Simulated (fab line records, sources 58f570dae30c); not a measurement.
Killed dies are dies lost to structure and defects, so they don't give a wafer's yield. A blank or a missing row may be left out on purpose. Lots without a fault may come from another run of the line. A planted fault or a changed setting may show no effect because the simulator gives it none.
Split-lot experiment | flow berkeley_cmos170 | 5 lots, 23 wafers read, on a route of 331 steps

THE SPLIT
At UCB170_PWELL_PEB_11, the setting peb_temp_c was moved away from the recipe's 130 C on 8 of the 23 wafers read, by -2.7% to +2.1%. The other wafers ran this setting at the recipe's value.

The file shows no step between the split and the reading.

THE READING
PWELL.cd_nm (the simulator's own value, which no gauge read), in nm, at UCB170_PWELL_ETCH_14 (etches Si3N4 in CH3F/Ar/O2, stops on SiO2, target depth 242 nm, time 151 s). The file gives no usual value for it. The 15 wafers here that ran the recipe average 3001 nm, standard deviation 1.2 nm.

wafer  | tool, chamber at the split | peb_temp_c as run, C | against the recipe | PWELL.cd_nm, nm | against lot-mates on the recipe
L075.1 | litho_track-04, 0          | 130                  | recipe             | 3002            | -
L075.4 | litho_track-04, 0          | 130                  | recipe             | 3002            | -
L075.5 | litho_track-04, 0          | 130                  | recipe             | 3002            | -
L075.3 | litho_track-04, 0          | 130                  | recipe             | 3002            | -
L075.6 | litho_track-04, 0          | 130                  | recipe             | 3001            | -
L076.2 | litho_track-02, 0          | 130                  | recipe             | 3000            | -
L076.5 | litho_track-02, 0          | 130                  | recipe             | 3000            | -
L076.3 | litho_track-02, 0          | 131.4                | +1.1%              | 3011            | +11
L076.4 | litho_track-02, 0          | 131.4                | +1.1%              | 3008            | +8
L076.6 | litho_track-02, 0          | 131.4                | +1.1%              | 3009            | +9
L082.2 | litho_track-03, 0          | 130                  | recipe             | 3000            | -
L082.4 | litho_track-03, 0          | 130                  | recipe             | 3001            | -
L082.5 | litho_track-03, 0          | 130                  | recipe             | 2999            | -
L083.1 | litho_track-04, 0          | 130                  | recipe             | 3002            | -
L083.6 | litho_track-04, 0          | 130                  | recipe             | 3002            | -
L083.2 | litho_track-04, 0          | 126.5                | -2.7%              | 2976            | -26
L083.3 | litho_track-04, 0          | 126.5                | -2.7%              | 2974            | -28
L083.4 | litho_track-04, 0          | 126.5                | -2.7%              | 2975            | -27
L084.2 | litho_track-02, 0          | 130                  | recipe             | 2998            | -
L084.3 | litho_track-02, 0          | 130                  | recipe             | 3000            | -
L084.4 | litho_track-02, 0          | 132.7                | +2.1%              | 3017            | +18
L084.5 | litho_track-02, 0          | 130                  | recipe             | 3000            | -
L084.6 | litho_track-02, 0          | 132.7                | +2.1%              | 3015            | +16

THE FIT
A straight line over all 23 wafers: PWELL.cd_nm changes by +8.82 nm for each +1% of peb_temp_c; r = +0.99; the points scatter about the line by 1.6 nm.
The same after taking each lot's own level away (the mean of its wafers on the recipe; 23 wafers): +9.37 nm for each +1%; r = +0.99; scatter 1.3 nm.
On that fit, the largest move of peb_temp_c shifts the reading by 25 nm.
The lots' own levels span 2999.3 to 3002.0 nm, that is 2.2 times the standard deviation above.
So the lot-to-lot level changes the slope little: the two slopes agree.
Check: with one of the wafers moved furthest among these (-2.7%) left out of the fit, the line predicts -25.7 nm for it against its lot-mates. It came out at -26 nm against them.

OTHER SPLITS ON THESE WAFERS
These wafers also went through other splits before the reading. Each is held against what the fit with the lots' levels taken away leaves over:
other split on the same wafers   | wafers away from the commonest value | r with PWELL.cd_nm (lot level and that fit taken away)
UCB170_NWELL_OXIDATION_01 temp_c | 18                                   | -0.33

THE FILE'S OWN FIT
PWELL.cd_nm changes by +9.15 nm for each +1% of peb_temp_c, r = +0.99.
